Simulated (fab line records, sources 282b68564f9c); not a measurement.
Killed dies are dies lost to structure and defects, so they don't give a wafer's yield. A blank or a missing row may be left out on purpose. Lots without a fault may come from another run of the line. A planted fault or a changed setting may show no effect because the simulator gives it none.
fab line records | flow rit_cmos | part 2 of 2: steps 30 to 40 of 40
record lots=5 wafers=15 last_day=7
route steps=202 shown PSD@151 SDANNEAL@153 NSD@158 PLDD@159 NLDD@160 SILICIDE@161 CONTACT@168 M1@184
lots that met no fault: from a run of the same line without faults
start_h: hours from the record's first day to the start of the lot's first wafer shown | wait_h: hours since the lot's step before | " the same as in the row above | L1.1+2: a row that stands for several wafers | - no value, or no start given | * or withheld: withheld | < > ~ a bound
route shown NAME@n: a module of which the file shows steps, and the number in the route of the first | usual: mean/standard deviation of fault-free wafers | same: alike in all rows | chamber/n: place in a boat | sites: the reading at each site | _std_site: their standard deviation | _edge_site: outer sites' mean less inner sites' | radius_mm: how far each site lies from the wafer's centre | mask NAME#n: copy n | behind: the tool/chamber that last shaped the wafer | hold: why the lot was held/for how many hours/how that ended | device: the transistor (n, p or np) that didn't switch | end of line: the same wafers' tests at the end of the route | a step without rows: its recipe alone | killed: dies lost to structure and defects at the first sort, not the wafer's yield | map: a wafer's dies, x killed, . not, _ none there
set.NAME: the setting as run; set.NAME@STEP: as run at that earlier step | model.NAME: the simulator's own value behind a step, which no gauge read
lots at some steps of the route; a table a step, a row a wafer
services: from which hour (start_h, from the record's first day; less than 0 if before it) a tool's chamber was out of use, for how many hours, and why
## steps
# step RIT_CONTACT_STRIP_12
# recipe chemistry=O2 time_s=180 resist=NOVOLAK platen_temp_c=withheld power_w=500 pressure_mtorr=4000 o2_flow_sccm=4000
# usual drypump_motor_current_A=5.4/0.53
# same time_s=180
# columns lot.wafer tool chamber start_h wait_h drypump_motor_current_A rf_hours_counter_h
L077.2 plasma_asher-03 1 71.40 0.1 4.8 45
L077.3 " 0 " " 5.8 -
L077.5 " 0 " " 5.8 -
L078.2 plasma_asher-03 1 73.38 0.1 4.8 45
L078.5 " 0 " " 5.8 -
L078.6 " 1 " " 4.8 -
L079.1 plasma_asher-01 1 78.26 0.1 6.1 45
L079.4 " 1 " " 6.1 -
L079.6 " 1 " " 6.1 -
L092.2 plasma_asher-02 1 144.70 0.1 4.9 34
L092.3 " 0 " " 6.1 -
L092.6 " 1 " " 4.9 -
L094.1 plasma_asher-03 1 152.82 0.1 4.8 53
L094.4 " 1 " " 4.8 -
L094.5 " 1 " " 4.8 -
# step RIT_CONTACT_CD_MEAS_90
# recipe target_cd_nm=1000
# usual cd_nm=1000.3/1.9
# columns lot.wafer tool chamber start_h wait_h cd_nm
L077.2 cd_sem-02 - 71.60 0.1 1003.4
L077.3 " - " " 1002.8
L077.5 " - " " 1002.6
L078.2 cd_sem-02 - 73.57 0.1 998.8
L078.5 " - " " 997.9
L078.6 " - " " 997.9
L079.1 cd_sem-02 - 78.43 0.1 998.1
L079.4 " - " " 999.5
L079.6 " - " " 996.6
L092.2 cd_sem-01 - 144.89 0.1 1001.9
L092.3 " - " " 1000.8
L092.6 " - " " 1002.0
L094.1 cd_sem-01 - 152.99 0.1 1000.4
L094.4 " - " " 1001.7
L094.5 " - " " 1000.4
# step RIT_CONTACT_CLEAN_13
# recipe chemistry=SC1 mix=3:3:50 time_s=600 temp_c=75
# same time_s=600
# columns lot.wafer tool chamber start_h wait_h
L077.2+3+5 wet_bench-02 2 71.70 0.1
L078.2+5+6 wet_bench-03 0 73.67 0.1
L079.1+4+6 wet_bench-02 3 78.55 0.1
L092.2+3+6 wet_bench-03 3 144.99 0.1
L094.1+4+5 wet_bench-04 1 153.11 0.1
# step RIT_CONTACT_CLEAN_14
# recipe chemistry=SC2 mix=3:3:50 time_s=600 temp_c=75 dry=n2_spin
# same time_s=600
# columns lot.wafer tool chamber start_h wait_h
L077.2+3+5 wet_bench-04 2 71.87 0.0
L078.2+5+6 wet_bench-02 0 73.86 0.0
L079.1+4+6 wet_bench-03 3 78.73 0.0
L092.2+3+6 wet_bench-04 1 145.18 0.0
L094.1+4+5 wet_bench-03 2 153.29 0.0
# step RIT_M1_SPUTTER_00
# recipe material=Al target_thk_nm=400 power_w=2000 chamber_pressure_pa=0.4 gas=Ar time_s=500 substrate_temp_c=25
# usual throttle_valve_pct=30.0/1
# same time_s=500
# columns lot.wafer tool chamber start_h wait_h throttle_valve_pct
L077.2 pvd_sputter-02 - 72.05 0.0 29.9
L077.3 " - " " 30.0
L077.5 " - " " 31.7
L078.2 pvd_sputter-03 - 74.04 0.0 30.1
L078.5 " - " " 30.4
L078.6 " - " " 30.0
L079.1 pvd_sputter-01 - 78.92 0.0 31.0
L079.4 " - " " 28.0
L079.6 " - " " 28.7
L092.2 pvd_sputter-03 - 145.36 0.0 28.4
L092.3 " - " " 30.6
L092.6 " - " " 28.3
L094.1 pvd_sputter-03 - 153.46 0.0 30.4
L094.4 " - " " 30.3
L094.5 " - " " 30.3
# step RIT_M1_RS_MEAS_01
# recipe thk_meas_gauge=four-point-probe reads=Al_of_M1_SPUTTER_00
# usual M1_AL_RS=0.0729/0.0008
# columns lot.wafer tool chamber start_h wait_h M1_AL_RS[ohm/sq]
L077.2 film_metro-04 - 72.36 0.2 0.0738
L077.3 " - " " 0.0734
L077.5 " - " " 0.0731
L078.2 film_metro-02 - 74.35 0.2 0.0718
L078.5 " - " " 0.0711
L078.6 " - " " 0.0714
L079.1 film_metro-02 - 79.21 0.1 0.0740
L079.4 " - " " 0.0734
L079.6 " - " " 0.0734
L092.2 film_metro-01 - 145.67 0.2 0.0721
L092.3 " - " " 0.0729
L092.6 " - " " 0.0718
L094.1 film_metro-04 - 153.76 0.1 0.0726
L094.4 " - " " 0.0731
L094.5 " - " " 0.0732
# step RIT_M1_THK_MEAS_02
# recipe thk_meas_gauge=xrf reads=Al_of_M1_SPUTTER_00
# usual M1_AL_THK=401/4.7
# columns lot.wafer tool chamber start_h wait_h M1_AL_THK[nm]
L077.2 film_metro-04 - 72.47 0.1 400
L077.3 " - " " 400
L077.5 " - " " 400
L078.2 film_metro-02 - 74.46 0.1 409
L078.5 " - " " 410
L078.6 " - " " 409
L079.1 film_metro-02 - 79.33 0.1 399
L079.4 " - " " 398
L079.6 " - " " 397
L092.2 film_metro-01 - 145.78 0.1 407
L092.3 " - " " 400
L092.6 " - " " 404
L094.1 film_metro-04 - 153.88 0.1 404
L094.4 " - " " 397
L094.5 " - " " 399
# step RIT_M1_HMDS_03
# recipe prime_time_s=60 prime_temp_c=140
# usual prime_temp_c=140.00/0.16
# columns lot.wafer tool chamber start_h wait_h prime_temp_c
L077.2 litho_track-01 0 72.55 0.1 139.77
L077.3 " 0 " " 140.05
L077.5 " 0 " " 139.85
L078.2 litho_track-03 0 74.54 0.1 140.11
L078.5 " 0 " " 140.23
L078.6 " 0 " " 140.06
L079.1 litho_track-01 0 79.39 0.1 139.95
L079.4 " 0 " " 139.82
L079.6 " 0 " " 139.95
L092.2 litho_track-02 0 145.86 0.1 139.93
L092.3 " 0 " " 139.68
L092.6 " 0 " " 139.81
L094.1 litho_track-01 0 153.94 0.1 140.18
L094.4 " 0 " " 140.31
L094.5 " 0 " " 140.16
# step RIT_M1_COAT_04
# recipe resist=NOVOLAK spin_rpm=2000 resist_thk_nm=1300
# usual spin_speed_rpm=1999.7/1.3
# columns lot.wafer tool chamber start_h wait_h spin_speed_rpm
L077.2 litho_track-01 0 72.70 0.1 1999.7
L077.3 " 0 " " 2000.6
L077.5 " 0 " " 2000.4
L078.2 litho_track-03 0 74.69 0.1 2000.5
L078.5 " 0 " " 2000.8
L078.6 " 0 " " 2000.6
L079.1 litho_track-01 0 79.54 0.1 1998.5
L079.4 " 0 " " 1998.1
L079.6 " 0 " " 1999.3
L092.2 litho_track-02 0 146.01 0.1 2001.1
L092.3 " 0 " " 2000.8
L092.6 " 0 " " 2002.4
L094.1 litho_track-01 0 154.09 0.1 1998.9
L094.4 " 0 " " 1998.3
L094.5 " 0 " " 1996.6
# step RIT_M1_SOFTBAKE_05
# recipe resist=NOVOLAK temp_c=90 time_s=60
# same time_s=60
# columns lot.wafer tool chamber start_h wait_h
L077.2+3+5 litho_track-01 0 72.85 0.1
L078.2+5+6 litho_track-03 0 74.84 0.1
L079.1+4+6 litho_track-01 0 79.69 0.1
L092.2+3+6 litho_track-02 0 146.16 0.1
L094.1+4+5 litho_track-01 0 154.24 0.1
# step RIT_M1_EXPOSE_06
# recipe mask_id=M12 na=0.6 source_shape=conventional sigma_outer=0.5 target_cd_nm=2600 dose_mj=250
# usual exposure_dose_mJ_cm2=249.99/0.22
# columns lot.wafer tool chamber start_h wait_h mask exposure_dose_mJ_cm2
L077.2 iline_stepper-02 0 73.11 0.2 M12#0 250.25
L077.3 " 0 " " M12#0 250.51
L077.5 " 0 " " M12#0 250.56
L078.2 iline_stepper-01 0 75.11 0.2 M12#0 249.90
L078.5 " 0 " " M12#0 249.94
L078.6 " 0 " " M12#0 250.10
L079.1 iline_stepper-02 0 79.97 0.2 M12#0 249.81
L079.4 " 0 " " M12#0 250.01
L079.6 " 0 " " M12#0 250.22
L092.2 iline_stepper-01 0 146.30 0.1 M12#0 249.92
L092.3 " 0 " " M12#0 249.87
L092.6 " 0 " " M12#0 249.80
L094.1 iline_stepper-01 0 154.51 0.2 M12#0 249.92
L094.4 " 0 " " M12#0 249.87
L094.5 " 0 " " M12#0 249.96
## services
# columns tool chamber start_h hours kind
iline_stepper-02 - 52.03 1.8 repair
wet_bench-02 - 60.44 1.3 repair
pecvd-03 0 60.97 11.9 repair
pvd_sputter-02 - 68.49 3.0 repair
wet_bench-02 - 86.55 1.9 pm
rie_diel-04 - 91.05 0.8 repair
iline_stepper-02 - 96.84 5.0 repair
plasma_asher-04 - 108.75 9.0 pm
plasma_asher-04 0 108.75 9.0 vent_cycle
plasma_asher-04 1 108.75 9.0 vent_cycle
iline_stepper-02 - 117.01 1.7 pm
pvd_sputter-01 - 117.27 6.6 repair
plasma_asher-04 0 117.75 - clean
plasma_asher-04 1 117.75 - clean
iline_stepper-02 - 132.21 2.2 repair
rie_diel-04 1 138.73 7.1 repair
plasma_asher-01 - 141.83 6.1 repair
plasma_asher-01 - 142.26 2.1 repair
plasma_asher-03 - 145.22 4.3 pm
